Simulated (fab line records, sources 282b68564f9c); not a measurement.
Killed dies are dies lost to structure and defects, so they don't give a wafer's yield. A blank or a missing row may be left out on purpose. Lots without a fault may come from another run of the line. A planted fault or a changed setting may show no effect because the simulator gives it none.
fab line records | flow rit_cmos
record lots=15 wafers=45 last_day=7
route steps=202 shown ACTIVE@12 NSD@139 M1@186
lots that met no fault: from a run of the same line without faults
start_h: hours from the record's first day to the start of the lot's first wafer shown | wait_h: hours since the lot's step before | " the same as in the row above | L1.1+2: a row that stands for several wafers | - no value, or no start given | * or withheld: withheld | < > ~ a bound
route shown NAME@n: a module of which the file shows steps, and the number in the route of the first | usual: mean/standard deviation of fault-free wafers | same: alike in all rows | chamber/n: place in a boat | sites: the reading at each site | _std_site: their standard deviation | _edge_site: outer sites' mean less inner sites' | radius_mm: how far each site lies from the wafer's centre | mask NAME#n: copy n | behind: the tool/chamber that last shaped the wafer | hold: why the lot was held/for how many hours/how that ended | device: the transistor (n, p or np) that didn't switch | end of line: the same wafers' tests at the end of the route | a step without rows: its recipe alone | killed: dies lost to structure and defects at the first sort, not the wafer's yield | map: a wafer's dies, x killed, . not, _ none there
set.NAME: the setting as run; set.NAME@STEP: as run at that earlier step | model.NAME: the simulator's own value behind a step, which no gauge read
steps of the route over a sample of lots; a table a step, a row a wafer
services: from which hour (start_h, from the record's first day; less than 0 if before it) a tool's chamber was out of use, for how many hours, and why
## steps
# step RIT_ACTIVE_CD_MEAS_11
# recipe target_cd_nm=1400
# usual cd_nm=1399.9/2.1
# columns lot.wafer tool chamber start_h wait_h cd_nm
L993.2 cd_sem-02 - 14.46 - 1399.4
L993.3 " - " " 1399.9
L993.5 " - " " 1399.9
L994.4 cd_sem-02 - 19.62 - 1399.9
L994.5 " - " " 1400.9
L994.6 " - " " 1398.8
L995.2 cd_sem-02 - 24.46 - 1394.1
L995.5 " - " " 1393.9
L995.6 " - " " 1393.8
L996.1 cd_sem-02 - 29.58 - 1401.9
L996.4 " - " " 1400.0
L996.5 " - " " 1400.6
L997.1 cd_sem-02 - 34.56 - 1399.3
L997.2 " - " " 1401.6
L997.5 " - " " 1400.1
L100.1 cd_sem-02 - 49.49 - 1399.4
L100.3 " - " " 1400.1
L100.6 " - " " 1399.7
L101.2 cd_sem-02 - 54.46 - 1399.7
L101.3 " - " " 1400.1
L101.4 " - " " 1400.7
L106.1 cd_sem-02 - 80.38 - 1399.5
L106.3 " - " " 1400.6
L106.6 " - " " 1401.7
L107.1 cd_sem-02 - 85.27 - 1396.0
L107.3 " - " " 1397.1
L107.4 " - " " 1394.3
L108.2 cd_sem-02 - 90.17 - 1400.9
L108.3 " - " " 1399.7
L108.4 " - " " 1403.3
L109.2 cd_sem-02 - 95.02 - 1401.8
L109.5 " - " " 1403.2
L109.6 " - " " 1401.5
L111.1 cd_sem-02 - 104.44 - 1400.5
L111.2 " - " " 1396.8
L111.6 " - " " 1398.5
L113.2 cd_sem-02 - 114.66 - 1399.7
L113.4 " - " " 1399.0
L113.5 " - " " 1401.6
L114.1 cd_sem-02 - 119.81 - 1399.4
L114.2 " - " " 1397.8
L114.4 " - " " 1401.2
L115.2 cd_sem-01 - 124.69 - 1401.1
L115.4 " - " " 1402.6
L115.5 " - " " 1401.2
# step RIT_NSD_IMPLANT_08
# recipe species=P energy_kev=25 dose_cm2=1e+15 tilt_deg=7
# usual end_station_pressure_torr=7.6e-06/4.2e-07 faraday_current_uA=3131/54 tilt_deg=7.003/0.019
# columns lot.wafer tool chamber start_h wait_h end_station_pressure_torr faraday_current_uA tilt_deg
L993.2 implanter-01 0 50.08 0.1 8.6e-06 3144 6.946
L993.3 " 0 " " 8.1e-06 3192 7.003
L993.5 " 0 " " 7.8e-06 3080 7.002
L994.4 implanter-01 0 56.84 0.1 7.6e-06 3122 7.051
L994.5 " 0 " " 7.5e-06 3062 7.029
L994.6 " 0 " " 7.2e-06 3166 7.049
L995.2 implanter-03 0 62.56 0.1 8.2e-06 3215 7.021
L995.5 " 0 " " 8.1e-06 3213 7.009
L995.6 " 0 " " 6.9e-06 3014 6.994
L995.2 implanter-03 0 62.88 0.3 7.7e-06 3121 7.022
L995.5 " 0 " " 7.8e-06 3045 7.033
L995.6 " 0 " " 7.3e-06 3099 7.000
L996.1 implanter-02 0 62.65 0.1 8.3e-06 3074 7.001
L996.4 " 0 " " 8.1e-06 3124 7.004
L996.5 " 0 " " 7.8e-06 3202 7.008
L997.1 implanter-02 0 75.95 0.1 7.5e-06 3105 7.029
L997.2 " 0 " " 6.9e-06 3092 7.000
L997.5 " 0 " " 7.8e-06 3131 7.022
L100.1 implanter-01 0 82.53 0.1 7.4e-06 3183 7.019
L100.3 " 0 " " 7.2e-06 3112 7.013
L100.6 " 0 " " 6.9e-06 3092 7.017
L100.1 implanter-01 0 82.85 0.3 7.3e-06 3095 6.980
L100.3 " 0 " " 7.2e-06 3180 6.972
L100.6 " 0 " " 7.7e-06 3133 6.999
L101.2 implanter-01 0 89.19 0.1 6.9e-06 3080 7.018
L101.3 " 0 " " 6.8e-06 3162 7.005
L101.4 " 0 " " 7.5e-06 3096 6.980
L101.2 implanter-01 0 89.51 0.3 7.5e-06 3082 6.971
L101.3 " 0 " " 8e-06 2956 6.965
L101.4 " 0 " " 7.2e-06 3155 6.968
L106.1 implanter-01 0 112.43 0.1 8e-06 3052 6.995
L106.3 " 0 " " 7.9e-06 3119 6.990
L106.6 " 0 " " 7.6e-06 3064 6.982
L107.1 implanter-03 0 118.54 0.1 7.2e-06 3178 7.002
L107.3 " 0 " " 7e-06 3185 6.996
L107.4 " 0 " " 7.4e-06 3221 6.999
L108.2 implanter-03 0 125.34 0.1 7.4e-06 3162 6.988
L108.3 " 0 " " 7.9e-06 2993 7.022
L108.4 " 0 " " 7.7e-06 3137 7.013
L109.2 implanter-03 0 128.63 0.1 7.9e-06 3136 7.004
L109.5 " 0 " " 7.6e-06 3124 7.019
L109.6 " 0 " " 7.6e-06 3185 7.013
L111.1 implanter-02 0 136.88 0.1 7.5e-06 3243 6.989
L111.2 " 0 " " 8e-06 3144 7.017
L111.6 " 0 " " 7.4e-06 3159 6.979
L113.2 implanter-03 0 148.66 0.1 7.3e-06 3059 6.985
L113.4 " 0 " " 7.1e-06 3086 6.990
L113.5 " 0 " " 8.2e-06 3159 6.976
L114.1 implanter-03 0 153.91 0.1 7.3e-06 3145 7.003
L114.2 " 0 " " 7.9e-06 3135 7.012
L114.4 " 0 " " 7.9e-06 3116 6.987
L115.2 implanter-03 0 159.53 0.1 7.9e-06 3237 6.995
L115.4 " 0 " " 7.9e-06 3194 7.012
L115.5 " 0 " " 7.6e-06 3070 7.005
# step RIT_NSD_TW_MEAS_10
# usual NSD_TW=3123/13
# columns lot.wafer tool chamber start_h wait_h NSD_TW
L993.2 film_metro-03 - 50.39 0.1 3126
L993.3 " - " " 3120
L993.5 " - " " 3119
L994.4 film_metro-03 - 57.12 0.1 3115
L994.5 " - " " 3127
L994.6 " - " " 3114
L996.1 film_metro-04 - 62.98 0.1 3147
L996.4 " - " " 3123
L996.5 " - " " 3127
L995.2 film_metro-03 - 63.19 0.1 3542
L995.5 " - " " 3552
L995.6 " - " " 3519
L997.1 film_metro-03 - 76.27 0.1 3127
L997.2 " - " " 3119
L997.5 " - " " 3139
L100.1 film_metro-04 - 83.18 0.1 3546
L100.3 " - " " 3545
L100.6 " - " " 3546
L101.2 film_metro-03 - 89.82 0.1 3535
L101.3 " - " " 3529
L101.4 " - " " 3515
L106.1 film_metro-04 - 112.75 0.1 3128
L106.3 " - " " 3114
L106.6 " - " " 3117
L107.1 film_metro-04 - 118.86 0.1 3127
L107.3 " - " " 3129
L107.4 " - " " 3131
L108.2 film_metro-03 - 125.65 0.1 3096
L108.3 " - " " 3121
L108.4 " - " " 3120
L109.2 film_metro-02 - 128.94 0.1 3108
L109.5 " - " " 3102
L109.6 " - " " 3089
L111.1 film_metro-03 - 137.20 0.1 3093
L111.2 " - " " 3106
L111.6 " - " " 3116
L113.2 film_metro-02 - 148.97 0.1 3114
L113.4 " - " " 3105
L113.5 " - " " 3100
L114.1 film_metro-03 - 154.23 0.1 3134
L114.2 " - " " 3138
L114.4 " - " " 3136
L115.2 film_metro-04 - 159.84 0.1 3130
L115.4 " - " " 3147
L115.5 " - " " 3135
# step RIT_SDANNEAL_RS_MEAS_05
# recipe thk_meas_gauge=four-point-probe
# usual NSD_RS=84.45/0.27
# columns lot.wafer tool chamber start_h wait_h NSD_RS[ohm/sq]
L993.2 film_metro-02 - 52.91 0.1 84.59
L993.3 " - " " 84.88
L993.5 " - " " 84.90
L994.4 film_metro-02 - 59.21 0.1 84.07
L994.5 " - " " 84.60
L994.6 " - " " 84.39
L996.1 film_metro-04 - 65.58 0.1 84.48
L996.4 " - " " 84.33
L996.5 " - " " 84.32
L995.2 film_metro-03 - 66.01 0.1 52.39
L995.5 " - " " 52.48
L995.6 " - " " 52.40
L997.1 film_metro-04 - 78.44 0.1 84.53
L997.2 " - " " 84.68
L997.5 " - " " 84.57
L100.1 film_metro-02 - 85.72 0.1 52.29
L100.3 " - " " 52.25
L100.6 " - " " 52.26
L101.2 film_metro-02 - 91.99 0.1 52.30
L101.3 " - " " 52.24
L101.4 " - " " 52.16
L106.1 film_metro-02 - 114.92 0.1 84.67
L106.3 " - " " 84.68
L106.6 " - " " 84.57
L107.1 film_metro-03 - 121.06 0.1 84.34
L107.3 " - " " 84.77
L107.4 " - " " 84.63
L108.2 film_metro-04 - 127.76 0.1 84.41
L108.3 " - " " 84.24
L108.4 " - " " 84.41
L109.2 film_metro-02 - 131.39 0.1 84.49
L109.5 " - " " 84.46
L109.6 " - " " 84.56
L111.1 film_metro-03 - 139.23 0.1 84.99
L111.2 " - " " 84.88
L111.6 " - " " 84.89
L113.2 film_metro-02 - 151.31 0.1 84.17
L113.4 " - " " 84.31
L113.5 " - " " 84.45
L114.1 film_metro-03 - 156.26 0.1 84.53
L114.2 " - " " 84.42
L114.4 " - " " 84.26
L115.2 film_metro-04 - 161.90 0.1 84.12
L115.4 " - " " 84.07
L115.5 " - " " 83.97
# step RIT_M1_THK_MEAS_02
# recipe thk_meas_gauge=xrf reads=Al_of_M1_SPUTTER_00
# usual M1_AL_THK=413/6.5
# columns lot.wafer tool chamber start_h wait_h M1_AL_THK[nm]
L993.2 film_metro-02 - 56.44 0.1 407
L993.3 " - " " 410
L993.5 " - " " 404
L994.4 film_metro-04 - 62.70 0.1 411
L994.5 " - " " 407
L994.6 " - " " 409
L996.1 film_metro-04 - 69.26 0.1 400
L996.4 " - " " 399
L996.5 " - " " 403
L995.2 film_metro-03 - 70.17 0.1 422
L995.5 " - " " 425
L995.6 " - " " 425
L997.1 film_metro-02 - 82.36 0.1 416
L997.2 " - " " 416
L997.5 " - " " 413
L100.1 film_metro-03 - 89.67 0.1 418
L100.3 " - " " 415
L100.6 " - " " 418
L101.2 film_metro-03 - 95.97 0.1 405
L101.3 " - " " 412
L101.4 " - " " 411
L106.1 film_metro-03 - 118.68 0.1 413
L106.3 " - " " 414
L106.6 " - " " 411
L107.1 film_metro-04 - 124.66 0.1 409
L107.3 " - " " 407
L107.4 " - " " 404
L108.2 film_metro-04 - 131.32 0.1 413
L108.3 " - " " 414
L108.4 " - " " 414
L109.2 film_metro-04 - 135.21 0.1 416
L109.5 " - " " 417
L109.6 " - " " 415
L111.1 film_metro-02 - 142.74 0.1 420
L111.2 " - " " 419
L111.6 " - " " 419
L113.2 film_metro-02 - 154.93 0.1 411
L113.4 " - " " 413
L113.5 " - " " 416
L114.1 film_metro-02 - 159.92 0.1 413
L114.2 " - " " 415
L114.4 " - " " 412
L115.2 film_metro-03 - 165.43 0.1 414
L115.4 " - " " 410
L115.5 " - " " 413
# step RIT_M1_OVL_MEAS_10
# usual M1_OVL=0.9/1.4
# columns lot.wafer tool chamber start_h wait_h M1_OVL[nm]
L993.2 overlay-02 - 57.49 0.1 0.2
L993.3 " - " " 0.8
L993.5 " - " " 2.0
L994.4 overlay-01 - 63.74 0.1 1.4
L994.5 " - " " 1.1
L994.6 " - " " 0.1
L996.1 overlay-01 - 70.48 0.1 1.1
L996.4 " - " " -2.4
L996.5 " - " " 0.9
L995.2 overlay-01 - 71.52 0.1 -0.4
L995.5 " - " " -1.1
L995.6 " - " " -0.7
L997.1 overlay-01 - 83.61 0.1 0.6
L997.2 " - " " 1.5
L997.5 " - " " 0.7
L100.1 overlay-01 - 91.05 0.1 4.2
L100.3 " - " " 0.0
L100.6 " - " " 0.9
L101.2 overlay-01 - 97.10 0.1 2.3
L101.3 " - " " 1.5
L101.4 " - " " 1.5
L106.1 overlay-01 - 119.81 0.1 1.0
L106.3 " - " " 0.3
L106.6 " - " " 0.3
L107.1 overlay-02 - 125.85 0.1 0.6
L107.3 " - " " 0.2
L107.4 " - " " 0.1
L108.2 overlay-02 - 132.58 0.1 0.1
L108.3 " - " " -1.7
L108.4 " - " " -1.8
L109.2 overlay-01 - 136.27 0.1 -0.7
L109.5 " - " " -1.9
L109.6 " - " " -1.5
L111.1 overlay-02 - 143.93 0.1 1.3
L111.2 " - " " 0.8
L111.6 " - " " 1.6
L113.2 overlay-01 - 155.99 0.1 1.4
L113.4 " - " " -0.5
L113.5 " - " " 1.1
L114.1 overlay-02 - 160.98 0.1 0.2
L114.2 " - " " -0.5
L114.4 " - " " 1.2
L115.2 overlay-01 - 166.54 0.1 0.5
L115.4 " - " " -1.5
L115.5 " - " " 0.5
# step RIT_M1_PROBE_99
# usual killed_at_M0_to_M3=0.0/0.12 killed_at_front_end=7/3.1 killed_dies=7/3.1 killed_on_rim=1.6/1.3 killed_open=3.5/2.2 killed_short=3.3/1.9
# same gross_dies=264 killed_at_M4_up=0 killed_at_back_side=0 killed_at_contacts=0 killed_at_other=0
# columns lot.wafer tool chamber start_h wait_h killed_at_M0_to_M3 killed_at_front_end killed_dies killed_on_rim killed_open killed_short
L993.2 prober-02 - 60.38 0.1 0 9 9 3 3 6
L993.3 prober-02 - 60.43 0.2 0 5 5 2 4 1
L993.5 prober-02 - 60.53 0.2 0 7 7 1 4 3
L994.4 prober-01 - 66.61 0.2 0 4 4 1 2 2
L994.5 prober-01 - 66.66 0.2 0 2 2 1 0 2
L994.6 prober-01 - 66.71 0.2 0 8 8 2 5 3
L996.1 prober-01 - 73.02 0.1 0 6 6 1 3 3
L996.4 prober-01 - 73.17 0.2 0 5 5 1 2 3
L996.5 prober-01 - 73.22 0.2 0 5 5 2 4 1
L995.2 prober-02 - 74.41 0.1 0 7 7 1 2 5
L995.5 prober-02 - 74.56 0.2 0 9 9 2 3 6
L995.6 prober-02 - 74.61 0.2 0 9 9 1 2 7
L997.1 prober-01 - 86.27 0.1 0 1 1 0 1 0
L997.2 prober-01 - 86.32 0.1 0 2 2 0 1 1
L997.5 prober-01 - 86.47 0.2 0 6 6 0 3 3
L100.1 prober-02 - 93.98 0.1 0 8 8 2 2 6
L100.3 prober-02 - 94.08 0.2 0 4 4 1 1 3
L100.6 prober-02 - 94.23 0.2 0 5 5 0 1 4
L101.2 prober-01 - 99.94 0.1 0 4 4 2 2 2
L101.3 prober-01 - 99.99 0.2 0 8 8 1 5 3
L101.4 prober-01 - 100.04 0.2 0 8 8 1 4 4
L106.1 prober-02 - 122.35 0.1 0 6 6 0 4 2
L106.3 prober-02 - 122.45 0.2 0 3 3 1 1 2
L106.6 prober-02 - 122.60 0.2 0 7 7 1 4 3
L107.1 prober-01 - 128.67 0.1 0 9 9 3 2 7
L107.3 prober-01 - 128.77 0.2 0 4 4 2 1 3
L107.4 prober-01 - 128.82 0.2 0 6 6 3 2 4
L108.2 prober-02 - 135.18 0.1 0 8 8 2 2 6
L108.3 prober-02 - 135.23 0.2 1 10 11 2 4 7
L108.4 prober-02 - 135.28 0.2 0 10 10 4 6 4
L109.2 prober-01 - 138.85 0.1 0 12 12 4 6 6
L109.5 prober-01 - 139.00 0.2 0 8 8 1 3 5
L109.6 prober-01 - 139.05 0.2 0 6 6 3 3 3
L111.1 prober-01 - 146.64 0.1 0 1 1 0 0 1
L111.2 prober-01 - 146.69 0.1 0 4 4 1 3 1
L111.6 prober-01 - 146.89 0.2 0 10 10 1 5 5
L113.2 prober-01 - 158.57 0.1 0 11 11 3 9 2
L113.4 prober-01 - 158.67 0.2 0 9 9 1 3 6
L113.5 prober-01 - 158.72 0.2 0 12 12 4 8 4
L114.1 prober-02 - 163.65 0.1 0 2 2 0 1 1
L114.2 prober-02 - 163.70 0.1 0 8 8 3 6 2
L114.4 prober-02 - 163.80 0.2 0 6 6 1 2 4
L115.2 prober-01 - 169.13 0.1 0 6 6 4 4 2
L115.4 prober-01 - 169.23 0.2 0 6 6 2 2 4
L115.5 prober-01 - 169.28 0.2 0 4 4 1 1 3
# killed by level:class
L993.2 GATE:geometric_particle:short=2 GATE:geometric_particle:open=2 SILICIDE:geometric_particle:short=2 FOX2:geometric_particle:short=1 REOX:geometric_particle:short=1 SILICIDE:geometric_particle:open=1
L993.3 SILICIDE:geometric_particle:open=3 GATE:geometric_particle:open=1 SILICIDE:geometric_particle:short=1
L993.5 GATE:geometric_particle:open=3 GATE:geometric_particle:short=2 SILICIDE:geometric_particle:open=1 SILICIDE:geometric_particle:short=1
L994.4 GATE:geometric_particle:open=2 GATE:geometric_particle:short=2
L994.5 GATE:geometric_particle:short=2
L994.6 FOX1:geometric_particle:short=2 GATE:geometric_particle:open=2 FOX1:geometric_particle:open=1 FOX2:geometric_particle:open=1 GATE:geometric_particle:short=1 SPACER:geometric_particle:open=1
L996.1 FOX1:geometric_particle:open=2 FOX1:geometric_particle:short=1 GATE:geometric_particle:short=1 GATE:geometric_particle:open=1 REOX:geometric_particle:short=1
L996.4 FOX1:geometric_particle:short=1 REOX:geometric_particle:open=1 SPACER:geometric_particle:short=1 SPACER:geometric_particle:open=1 SILICIDE:geometric_particle:short=1
L996.5 GATE:geometric_particle:open=2 FOX1:geometric_particle:open=1 GATE:geometric_particle:short=1 SPACER:geometric_particle:open=1
L995.2 SILICIDE:geometric_particle:short=3 FOX1:geometric_particle:short=1 GATE:geometric_particle:short=1 REOX:geometric_particle:open=1 SPACER:geometric_particle:open=1
L995.5 FOX1:geometric_particle:open=2 FOX1:geometric_particle:short=2 GATE:geometric_particle:short=2 ACTIVE:geometric_particle:short=1 GATE:geometric_particle:open=1 REOX:geometric_particle:short=1
L995.6 SILICIDE:geometric_particle:short=3 FOX1:geometric_particle:short=2 FOX1:geometric_particle:open=1 GATE:geometric_particle:open=1 GATE:geometric_particle:short=1 REOX:geometric_particle:short=1
L997.1 GATE:geometric_particle:open=1
L997.2 GATE:geometric_particle:short=1 REOX:geometric_particle:open=1
L997.5 GATE:geometric_particle:short=2 FOX2:geometric_particle:short=1 FOX2:geometric_particle:open=1 GATE:geometric_particle:open=1 SILICIDE:geometric_particle:open=1
L100.1 FOX1:geometric_particle:short=3 REOX:geometric_particle:open=2 REOX:geometric_particle:short=2 GATE:geometric_particle:short=1
L100.3 GATE:geometric_particle:short=2 SPACER:geometric_particle:open=1 SILICIDE:geometric_particle:short=1
L100.6 GATE:geometric_particle:short=2 REOX:geometric_particle:short=2 REOX:geometric_particle:open=1
L101.2 SILICIDE:geometric_particle:open=2 FOX1:geometric_particle:short=1 FOX2:geometric_particle:short=1
L101.3 SPACER:geometric_particle:open=2 SILICIDE:geometric_particle:short=2 FOX1:geometric_particle:open=1 REOX:geometric_particle:open=1 SPACER:geometric_particle:short=1 SILICIDE:geometric_particle:open=1
L101.4 GATE:geometric_particle:open=2 GATE:geometric_particle:short=2 ACTIVE:geometric_particle:open=1 REOX:geometric_particle:short=1 REOX:geometric_particle:open=1 SILICIDE:geometric_particle:short=1
L106.1 SPACER:geometric_particle:open=2 FOX1:geometric_particle:short=1 GATE:geometric_particle:short=1 GATE:geometric_particle:open=1 SILICIDE:geometric_particle:open=1
L106.3 FOX1:geometric_particle:short=1 REOX:geometric_particle:short=1 REOX:geometric_particle:open=1
L106.6 GATE:geometric_particle:open=3 GATE:geometric_particle:short=2 FOX1:geometric_particle:short=1 SILICIDE:geometric_particle:open=1
L107.1 SPACER:geometric_particle:short=4 GATE:geometric_particle:short=2 FOX1:geometric_particle:open=1 REOX:geometric_particle:open=1 SILICIDE:geometric_particle:short=1
L107.3 FOX1:geometric_particle:short=1 GATE:geometric_particle:open=1 GATE:geometric_particle:short=1 SILICIDE:geometric_particle:short=1
L107.4 FOX1:geometric_particle:short=2 GATE:geometric_particle:short=2 SPACER:geometric_particle:open=1 SILICIDE:geometric_particle:open=1
L108.2 GATE:geometric_particle:short=2 FOX1:geometric_particle:open=1 FOX1:geometric_particle:short=1 GATE:geometric_particle:open=1 REOX:geometric_particle:short=1 SPACER:geometric_particle:short=1 SILICIDE:geometric_particle:short=1
L108.3 GATE:geometric_particle:short=4 GATE:geometric_particle:open=2 FOX1:geometric_particle:short=1 FOX1:geometric_particle:open=1 FOX2:geometric_particle:short=1 SPACER:geometric_particle:open=1 M1:geometric_particle:short=1
L108.4 GATE:geometric_particle:short=2 GATE:geometric_particle:open=2 REOX:geometric_particle:open=2 FOX1:geometric_particle:open=1 FOX1:geometric_particle:short=1 SPACER:geometric_particle:short=1 SPACER:geometric_particle:open=1
L109.2 GATE:geometric_particle:open=4 REOX:geometric_particle:short=3 GATE:geometric_particle:short=2 REOX:geometric_particle:open=2 SILICIDE:geometric_particle:short=1
L109.5 SPACER:geometric_particle:short=3 GATE:geometric_particle:open=2 GATE:geometric_particle:short=1 REOX:geometric_particle:short=1 SPACER:geometric_particle:open=1
L109.6 GATE:geometric_particle:short=3 SPACER:geometric_particle:open=3
L111.1 FOX1:geometric_particle:short=1
L111.2 GATE:geometric_particle:open=2 FOX1:geometric_particle:short=1 REOX:geometric_particle:open=1
L111.6 SPACER:geometric_particle:short=3 GATE:geometric_particle:open=2 SPACER:geometric_particle:open=2 FOX2:geometric_particle:open=1 GATE:geometric_particle:short=1 REOX:geometric_particle:short=1
L113.2 GATE:geometric_particle:open=3 SILICIDE:geometric_particle:open=3 FOX2:geometric_particle:open=2 FOX2:geometric_particle:short=1 SPACER:geometric_particle:open=1 SILICIDE:geometric_particle:short=1
L113.4 SILICIDE:geometric_particle:short=4 FOX2:geometric_particle:open=1 GATE:geometric_particle:open=1 GATE:geometric_particle:short=1 SPACER:geometric_particle:short=1 SILICIDE:geometric_particle:open=1
L113.5 SILICIDE:geometric_particle:open=4 FOX1:geometric_particle:open=2 FOX2:geometric_particle:short=2 FOX2:geometric_particle:open=1 REOX:geometric_particle:open=1 REOX:geometric_particle:short=1 SILICIDE:geometric_particle:short=1
L114.1 GATE:geometric_particle:open=1 GATE:geometric_particle:short=1
L114.2 FOX1:geometric_particle:open=2 GATE:geometric_particle:open=2 REOX:geometric_particle:open=2 FOX2:geometric_particle:short=1 REOX:geometric_particle:short=1
L114.4 GATE:geometric_particle:short=2 REOX:geometric_particle:short=2 REOX:geometric_particle:open=2
L115.2 REOX:geometric_particle:open=4 GATE:geometric_particle:short=1 REOX:geometric_particle:short=1
L115.4 GATE:geometric_particle:short=2 FOX1:geometric_particle:open=1 FOX2:geometric_particle:short=1 GATE:geometric_particle:open=1 SPACER:geometric_particle:short=1
L115.5 SILICIDE:geometric_particle:short=2 FOX1:geometric_particle:open=1 REOX:geometric_particle:short=1
## services
# columns tool chamber start_h hours kind
implanter-03 - 30.22 1.1 repair
implanter-01 - 38.01 2.9 repair
implanter-03 - 79.07 1.1 repair
implanter-01 - 108.82 1.0 repair
implanter-01 - 113.45 3.3 repair
implanter-01 - 124.49 5.1 repair
implanter-01 - 140.37 3.2 repair
implanter-03 - 142.94 0.9 repair
## key
first_sign step=RIT_NSD_IMPLANT_08 reading=visit direction=added
effect step=RIT_NSD_TW_MEAS_10 reading=NSD_TW direction=up sigmas=31 usual=3123 struck=3537
effect step=RIT_SDANNEAL_RS_MEAS_05 reading=NSD_RS direction=down sigmas=99+ usual=84.45 struck=52.31
met_at RIT_NSD_IMPLANT_08
struck_lots L995,L100,L101
tester_left_out L995,L100,L101
not_acting_at RIT_ACTIVE_CD_MEAS_11,RIT_M1_THK_MEAS_02,RIT_M1_OVL_MEAS_10
fault kind=repeated_step_whole tool=implanter-01,implanter-02,implanter-03 chamber=- onset_h=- steps=RIT_NSD_IMPLANT_08 times=1 scope=struck_lots_only
# tester_left_out: of these lots the tester's yield and bins aren't shown, on N5 and GAA mostly nor the transistor test; their killed dies are dies lost to structure and defects alone, not to doping, threshold or leakage, so they don't give the yield
